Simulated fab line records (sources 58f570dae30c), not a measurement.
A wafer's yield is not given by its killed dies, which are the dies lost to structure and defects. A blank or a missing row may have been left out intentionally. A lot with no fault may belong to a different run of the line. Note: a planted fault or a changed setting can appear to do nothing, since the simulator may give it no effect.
The tool behind it: which one?	flow berkeley_cmos170	at 1 step of a route of 331, 14 lots with 42 wafers sampled

== WHAT THE GAUGES SHOWED, per wafer ==
UCB170_NLDD_OVL_MEAS_07.
lot	measured	on	NLDD_OVL (nm)
L950	day 5 13:23	overlay-01	-3 -4 -4
L953	day 7 00:47	overlay-02	15 7 12
L954	day 7 00:52	overlay-01	2 7 7
L956	day 7 09:19	overlay-02	-8 -5 -3
L957	day 7 21:43	overlay-02	-2 -2 -2
L958	day 7 21:57	overlay-01	9 5 1
L959	day 7 22:13	overlay-01	5 8 11
L960	day 8 06:04	overlay-01	13 -1 8
L961	day 8 22:10	overlay-02	5 10 6
L963	day 9 08:34	overlay-01	8 -3 4
L962	day 9 08:52	overlay-02	-2 6 1
L965	day 9 09:13	overlay-02	6 4 5
L966	day 9 19:34	overlay-02	5 13 4
L967	day 9 23:14	overlay-01	4 2 3

== WHICH TOOL RAN EACH LOT (tool, then ch and the chambers of the sampled wafers, then the start) ==
No process step before these readings appears in the record.

== WHAT THE TOOLS THEMSELVES READ (means of the sampled wafers that have a number; where no wafer has one, the mark that the record gives instead) ==
The record holds no such reading with a usual standard deviation.

== THE ANSWER, worked out from the rows above alone ==
Rule: the usual values come from the lots themselves. The widest of any qualifying gaps counts: lots, ordered by their means at a reading, are off when they make up no more than a third of the lots, leave a main group of 4 or more, and stand apart from it by 3 or more times the standard deviation of that group's means. A main group whose means are all the same, to the digits that the tables above print for the reading, isn't used. A lot without any number at a reading at which 4 lots or more have one is off too. Where the step has rows for the other lots, those lots are counted as sound. The gauges are gone through in route order, then the tools' own readings, and for those a lot's mean is taken as printed above. The first step at which some lot is off is used, and at that step the reading that is off furthest; a lot without a number counts as furthest.
No lot is off at any reading shown: from this, nothing can be told.

== WHAT HAD BEEN PUT IN BY THE SIMULATOR ==
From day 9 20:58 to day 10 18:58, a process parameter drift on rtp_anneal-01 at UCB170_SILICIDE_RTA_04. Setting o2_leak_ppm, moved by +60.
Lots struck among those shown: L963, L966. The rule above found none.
